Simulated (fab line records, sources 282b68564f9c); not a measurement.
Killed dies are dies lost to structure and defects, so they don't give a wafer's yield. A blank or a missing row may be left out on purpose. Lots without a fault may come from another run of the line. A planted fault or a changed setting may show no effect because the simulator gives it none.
Tool commonality check | flow rit_cmos | 13 lots, 45 wafers sampled

WHY IT WAS OPENED
At RIT_PSD_TW_MEAS_10 the reading PSD_TW is flagged on 2 of 13 lots. Wafers without a fault read 3432, standard deviation 59.
Rule: a lot is flagged when every wafer of it that has a number lies more than 4 standard deviations from that mean, or none has a number. The other lots count as sound.

lot  | measured    | on            | PSD_TW, wafer by wafer | flag
L200 | day 3 02:14 | film_metro-01 | 3361 3372 3379         |
L201 | day 3 10:05 | film_metro-03 | 3511 3508 3494         |
L202 | day 3 12:52 | film_metro-01 | 3365 3359 3384         |
L203 | day 3 16:25 | film_metro-01 | 3381 3375 3400         |
L204 | day 3 21:40 | film_metro-02 | 3388 3407 3412         |
L207 | day 4 18:50 | film_metro-02 | 3446 3416 3421         |
L208 | day 4 21:44 | film_metro-01 | 3403 3389 3406         |
L211 | day 5 11:04 | film_metro-03 | 31 31 31 31 31 31      | FLAGGED
L212 | day 5 13:59 | film_metro-01 | 30 30 30 30 30 29      | FLAGGED
L215 | day 6 04:38 | film_metro-01 | 3388 3383 3386         |
L216 | day 6 08:09 | film_metro-01 | 3395 3404 3379         |
L221 | day 7 10:53 | film_metro-02 | 3444 3466 3449         |
L223 | day 7 19:39 | film_metro-01 | 3380 3381 3364         |
The numbers of the flagged lots are 30 on average: -3402 against the usual, or -58 standard deviations.

WHICH TOOL RAN EACH LOT
The record holds 1 process step before the reading, out of a route of 202 steps. In each cell: the tool, then ch and the chambers that the sampled wafers went through, then the start.
lot  | flag    | RIT_PSD_DEVELOP_05
L200 |         | litho_track-04 ch 0, day 3 01:00
L201 |         | litho_track-04 ch 0, day 3 09:00
L202 |         | litho_track-02 ch 0, day 3 12:00
L203 |         | litho_track-02 ch 0, day 3 15:00
L204 |         | litho_track-01 ch 0, day 3 21:00
L207 |         | litho_track-02 ch 0, day 4 18:00
L208 |         | litho_track-04 ch 0, day 4 21:00
L211 | FLAGGED | litho_track-01 ch 0, day 5 10:00
L212 | FLAGGED | litho_track-01 ch 0, day 5 13:00
L215 |         | litho_track-02 ch 0, day 6 04:00
L216 |         | litho_track-02 ch 0, day 6 07:00
L221 |         | litho_track-04 ch 0, day 7 10:00
L223 |         | litho_track-01 ch 0, day 7 19:00
What these steps do:
- RIT_PSD_DEVELOP_05: develop time 50 s.
- RIT_PSD_TW_MEAS_10

FLAGGED OVER TOTAL, TOOL BY TOOL (the gauges that took the reading come last)
step               | tool           | lots run | flagged | share of the flagged lots | sound lots run after its first flagged lot
RIT_PSD_DEVELOP_05 | litho_track-01 | 4        | 2       | all                       | 1 (L223)
RIT_PSD_DEVELOP_05 | litho_track-02 | 5        | 0       | none                      | -
RIT_PSD_DEVELOP_05 | litho_track-04 | 4        | 0       | none                      | -
RIT_PSD_TW_MEAS_10 | film_metro-01  | 8        | 1       | some                      | 3 (L215,L216,L223)
RIT_PSD_TW_MEAS_10 | film_metro-02  | 3        | 0       | none                      | -
RIT_PSD_TW_MEAS_10 | film_metro-03  | 2        | 1       | some                      | 0

WHAT THE TABLE ALLOWS
1 row of the table ran every flagged lot: litho_track-01 at RIT_PSD_DEVELOP_05.
- litho_track-01 at RIT_PSD_DEVELOP_05: 2 of its 4 lots flagged. Sound lots ran on it after the first flagged one (L223), which a lasting fault on the whole tool wouldn't allow.
No row of the table ran every flagged lot and no sound lot after the first.

WHAT THE SIMULATOR HAD PUT IN
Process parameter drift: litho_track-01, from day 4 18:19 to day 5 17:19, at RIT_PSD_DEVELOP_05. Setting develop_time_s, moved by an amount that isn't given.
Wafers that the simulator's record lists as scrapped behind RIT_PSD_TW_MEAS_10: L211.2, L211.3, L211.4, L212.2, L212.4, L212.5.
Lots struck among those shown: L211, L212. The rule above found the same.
